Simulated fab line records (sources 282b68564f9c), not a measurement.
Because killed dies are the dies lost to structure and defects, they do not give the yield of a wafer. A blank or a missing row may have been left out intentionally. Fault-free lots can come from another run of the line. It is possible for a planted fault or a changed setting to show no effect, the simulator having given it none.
The tool behind it: which one? + flow rit_cmos + 7 lots with 21 wafers sampled at 2 steps, on a route of 202 steps

WHAT EACH GAUGE READ, for each wafer
RIT_GATE_THK_MEAS_09.
| lot  | measured    | on            | GATE_POLY_THK (nm) |
|------|-------------|---------------|--------------------|
| L536 | day 2 16:19 | film_metro-01 | 244.2 243.7 247.1  |
| L538 | day 3 02:43 | film_metro-02 | 253.0 252.9 253.7  |
| L540 | day 3 12:40 | film_metro-03 | 247.5 246.4 249.1  |
| L546 | day 4 18:40 | film_metro-01 | 251.5 251.6 249.1  |
| L549 | day 5 10:01 | film_metro-03 | 251.0 251.9 249.8  |
| L554 | day 6 10:31 | film_metro-02 | 248.3 249.5 248.1  |
| L556 | day 6 21:25 | film_metro-01 | 252.4 250.7 251.0  |

WHAT TOOL EACH LOT RAN ON (gives the tool, then ch and the chambers of the sampled wafers, and finally the start)
| lot  | RIT_NWELL_HARDBAKE_07            |
|------|----------------------------------|
| L536 | litho_track-03 ch 0, day 2 01:23 |
| L538 | litho_track-03 ch 0, day 2 11:45 |
| L540 | litho_track-02 ch 0, day 2 21:37 |
| L546 | litho_track-03 ch 0, day 4 03:17 |
| L549 | litho_track-01 ch 0, day 4 19:31 |
| L554 | litho_track-01 ch 0, day 5 19:38 |
| L556 | litho_track-02 ch 0, day 6 05:50 |
- RIT_NWELL_HARDBAKE_07: time 120 s.

THE ANSWER, worked out from the rows above alone
Rule: the lots themselves supply what counts as usual. Put in order of their means at a reading, lots are off if they are a third of the lots or fewer, leave a main group of 4 or more, and stand apart from it by a gap of 3 or more times the standard deviation of the main group's means; of several such gaps the widest counts. If all means in a main group match to the digits the tables above print for the reading, that group is not used. A lot without any number at a reading at which 4 lots or more have one is off too. Where the step has rows for the other lots, those lots are counted as sound.
Across all readings shown, no lot is off: no conclusion can be drawn from this.

WHAT THE SIMULATOR HAD INSERTED
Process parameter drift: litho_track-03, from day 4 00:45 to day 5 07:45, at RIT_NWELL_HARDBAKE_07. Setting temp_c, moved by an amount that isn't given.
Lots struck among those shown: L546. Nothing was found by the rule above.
